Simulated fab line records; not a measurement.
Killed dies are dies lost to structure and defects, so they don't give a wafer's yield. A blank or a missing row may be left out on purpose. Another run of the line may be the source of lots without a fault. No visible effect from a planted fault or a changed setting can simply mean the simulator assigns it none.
fab line records	flow ritCmos
[record] lots = 15	wafers = 45	lastDay = 7
route steps=202 shown WELLDRIVE@50 NWELL@51 PWELL@52
lots with no fault: from the same line, run without faults
startH: hours from the record's first day to the start of the lot's first wafer shown	waitH: hours elapsed since this lot's preceding step	" as in the row above	L1.1+2: one row covering several wafers at once	- no value present, or no start provided	* or withheld: withheld	< > ~ a bound
route shown NAME@n: names a module that has steps shown in the file, with the first one's number in the route	usual: mean/standard deviation of fault-free wafers	same: alike in all rows	chamber/n: place in a boat	sites: readings site by site	_std_site: the standard deviation of these	_edge_site: the outer-site mean with the inner-site mean subtracted	radiusMm: how far each site lies from the wafer's centre	mask NAME#n: copy n	behind: the last tool/chamber to shape the wafer	hold: cause of the lot's hold/its duration in hours/its outcome	device: which transistor (n, p or np) failed to switch	end of line: at the end of the route, the tests of the same wafers	a step with no rows: only its recipe	killed: dies lost to structure and defects at the first sort, not the wafer's yield	map: dies across one wafer; x = killed, . = not, _ = none there
set.NAME: setting as actually run; set.NAME@STEP: the setting as run at that earlier step	model.NAME: the simulator's own value behind a step, which no gauge read
one table for each step of the route and one row for each wafer, over a sample of lots
services: the hour from which a tool's chamber was out of use, counted from the record's first day as startH (under 0 if before that day), plus the number of hours and why
[[steps]]
[step RIT_WELLDRIVE_ANNEAL_00]
[recipe] tempC = 1100	timeS = 14700	ambient = N2
[usual] runLengthS = 18265/4.3	zonePowerLoadPct = 40.8/1.7
lot.wafer	tool	chamber	startH	waitH	runLengthS	zonePowerLoadPct
L239.2	furnace-04	0	23.70	0.0	18267	39.7
L239.3	"	0	"	"	18267	39.2
L239.5	"	0	"	"	18267	40.1
L240.3	furnace-01	0	28.07	0.0	18270	39.3
L240.5	"	0	"	"	18270	40.2
L240.6	"	0	"	"	18270	39.8
L241.2	furnace-02	0	34.39	0.0	18261	43.8
L241.5	"	0	"	"	18261	44.0
L241.6	"	0	"	"	18261	43.2
L242.1	furnace-01	0	37.44	0.1	18260	39.7
L242.4	"	0	"	"	18260	39.9
L242.6	"	0	"	"	18260	39.9
L243.1	furnace-01	0	43.57	0.1	18263	40.0
L243.4	"	0	"	"	18263	40.0
L243.6	"	0	"	"	18263	39.1
L244.2	furnace-02	0	47.87	0.1	18263	44.2
L244.4	"	0	"	"	18263	43.8
L244.6	"	0	"	"	18263	43.9
L246.2	furnace-01	0	57.96	0.0	18269	40.3
L246.5	"	0	"	"	18269	40.0
L246.6	"	0	"	"	18269	40.1
L247.1	furnace-01	0	63.05	0.3	18271	40.2
L247.3	"	0	"	"	18271	40.4
L247.4	"	0	"	"	18271	40.1
L248.1	furnace-01	0	68.13	0.6	15321	40.1
L248.3	"	0	"	"	15321	40.6
L248.5	"	0	"	"	15321	40.3
L249.1	furnace-01	0	73.21	0.6	15323	40.5
L249.5	"	0	"	"	15323	39.7
L249.6	"	0	"	"	15323	39.2
L250.2	furnace-01	0	78.30	0.7	15319	40.0
L250.3	"	0	"	"	15319	39.7
L250.5	"	0	"	"	15319	40.1
L259.2	furnace-04	0	122.74	0.0	18264	39.2
L259.3	"	0	"	"	18264	40.1
L259.6	"	0	"	"	18264	40.8
L260.1	furnace-04	0	127.83	0.3	18262	39.8
L260.3	"	0	"	"	18262	39.4
L260.6	"	0	"	"	18262	39.6
L261.1	furnace-02	0	133.30	0.1	18268	43.9
L261.2	"	0	"	"	18268	43.8
L261.4	"	0	"	"	18268	43.7
L262.1	furnace-02	0	138.89	0.1	18267	43.6
L262.2	"	0	"	"	18267	43.8
L262.4	"	0	"	"	18267	43.5
[step RIT_WELLDRIVE_RS_MEAS_01]
[recipe] thkMeasGauge = four-point-probe
[usual] NWELL_RS = 279.7/0.75
lot.wafer	tool	chamber	startH	waitH	NWELL_RS[ohm/sq]
L239.2	filmMetro-04	-	28.80	0.0	279.1
L239.3	"	-	"	"	280.1
L239.5	"	-	"	"	279.2
L240.3	filmMetro-01	-	33.20	0.0	280.1
L240.5	"	-	"	"	280.6
L240.6	"	-	"	"	280.1
L241.2	filmMetro-04	-	39.49	0.0	280.8
L241.5	"	-	"	"	280.9
L241.6	"	-	"	"	280.0
L242.1	filmMetro-03	-	42.53	0.0	279.7
L242.4	"	-	"	"	279.8
L242.6	"	-	"	"	280.1
L243.1	filmMetro-04	-	48.66	0.0	279.3
L243.4	"	-	"	"	279.5
L243.6	"	-	"	"	280.0
L244.2	filmMetro-01	-	52.97	0.0	278.6
L244.4	"	-	"	"	278.8
L244.6	"	-	"	"	279.5
L246.2	filmMetro-03	-	63.07	0.0	279.1
L246.5	"	-	"	"	280.5
L246.6	"	-	"	"	279.7
L247.1	filmMetro-03	-	68.13	0.0	281.4
L247.3	"	-	"	"	280.8
L247.4	"	-	"	"	279.5
L248.1	filmMetro-04	-	73.21	0.8	290.5
L248.3	"	-	"	"	289.8
L248.5	"	-	"	"	289.5
L249.1	filmMetro-04	-	78.30	0.8	290.3
L249.5	"	-	"	"	290.8
L249.6	"	-	"	"	290.4
L250.2	filmMetro-04	-	83.40	0.8	290.3
L250.3	"	-	"	"	290.2
L250.5	"	-	"	"	290.1
L259.2	filmMetro-01	-	127.85	0.0	279.7
L259.3	"	-	"	"	280.3
L259.6	"	-	"	"	280.1
L260.1	filmMetro-01	-	132.91	0.0	279.6
L260.3	"	-	"	"	280.0
L260.6	"	-	"	"	279.3
L261.1	filmMetro-01	-	138.38	0.0	281.1
L261.2	"	-	"	"	280.4
L261.4	"	-	"	"	279.6
L262.1	filmMetro-01	-	143.97	0.0	280.9
L262.2	"	-	"	"	280.8
L262.4	"	-	"	"	280.2
[step RIT_WELLDRIVE_RS_MEAS_02]
[recipe] thkMeasGauge = four-point-probe
[usual] PWELL_RS = 429.6/1.4
lot.wafer	tool	chamber	startH	waitH	PWELL_RS[ohm/sq]
L239.2	filmMetro-04	-	28.92	0.1	429.3
L239.3	"	-	"	"	429.4
L239.5	"	-	"	"	430.1
L240.3	filmMetro-01	-	33.32	0.1	430.9
L240.5	"	-	"	"	430.4
L240.6	"	-	"	"	429.7
L241.2	filmMetro-04	-	39.61	0.1	426.3
L241.5	"	-	"	"	427.2
L241.6	"	-	"	"	427.7
L242.1	filmMetro-03	-	42.65	0.1	429.4
L242.4	"	-	"	"	430.4
L242.6	"	-	"	"	429.5
L243.1	filmMetro-04	-	48.78	0.1	429.2
L243.4	"	-	"	"	429.9
L243.6	"	-	"	"	429.0
L244.2	filmMetro-01	-	53.09	0.1	429.4
L244.4	"	-	"	"	429.8
L244.6	"	-	"	"	429.6
L246.2	filmMetro-03	-	63.19	0.1	427.3
L246.5	"	-	"	"	427.3
L246.6	"	-	"	"	427.6
L247.1	filmMetro-03	-	68.25	0.1	429.6
L247.3	"	-	"	"	430.1
L247.4	"	-	"	"	429.8
L248.1	filmMetro-04	-	73.33	0.1	439.7
L248.3	"	-	"	"	439.6
L248.5	"	-	"	"	439.7
L249.1	filmMetro-04	-	78.42	0.1	437.6
L249.5	"	-	"	"	438.9
L249.6	"	-	"	"	439.2
L250.2	filmMetro-04	-	83.52	0.1	443.7
L250.3	"	-	"	"	442.5
L250.5	"	-	"	"	442.2
L259.2	filmMetro-01	-	127.97	0.1	429.8
L259.3	"	-	"	"	429.6
L259.6	"	-	"	"	430.7
L260.1	filmMetro-01	-	133.03	0.1	430.9
L260.3	"	-	"	"	431.4
L260.6	"	-	"	"	431.6
L261.1	filmMetro-01	-	138.50	0.1	429.2
L261.2	"	-	"	"	429.2
L261.4	"	-	"	"	430.1
L262.1	filmMetro-01	-	144.09	0.1	431.4
L262.2	"	-	"	"	431.9
L262.4	"	-	"	"	431.9
[[services]]
tool	chamber	startH	hours	kind
furnace-02	-	4.00	6.9	repair
furnace-01	-	9.15	3.5	pm
furnace-02	-	78.14	4.1	pm
furnace-04	-	97.50	3.9	pm
furnace-04	-	132.91	13.1	pm
[[key]]
[firstSign] step = RIT_WELLDRIVE_ANNEAL_00	reading = runLengthS	direction = down	sigmas = 99+	usual = *	struck = *
[effect] step = RIT_WELLDRIVE_RS_MEAS_01	reading = NWELL_RS	direction = up	sigmas = 14	usual = 279.7	struck = 290.2
[effect] step = RIT_WELLDRIVE_RS_MEAS_02	reading = PWELL_RS	direction = up	sigmas = 7.9	usual = 429.6	struck = 440.3
metAt RIT_WELLDRIVE_ANNEAL_00
struckLots L248,L249,L250
testerLeftOut L248,L249,L250
[fault] kind = processParameterDrift	tool = furnace-01	chamber = -	onsetH = 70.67	steps = RIT_WELLDRIVE_ANNEAL_00	channel = timeS	offset = *	shape = step	endH = 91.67	actsIn = *	stated = *
// testerLeftOut: of these lots the tester's yield and bins aren't shown, on N5 and GAA mostly nor the transistor test; their killed dies are dies lost to structure and defects alone, not to doping, threshold or leakage, so they don't give the yield
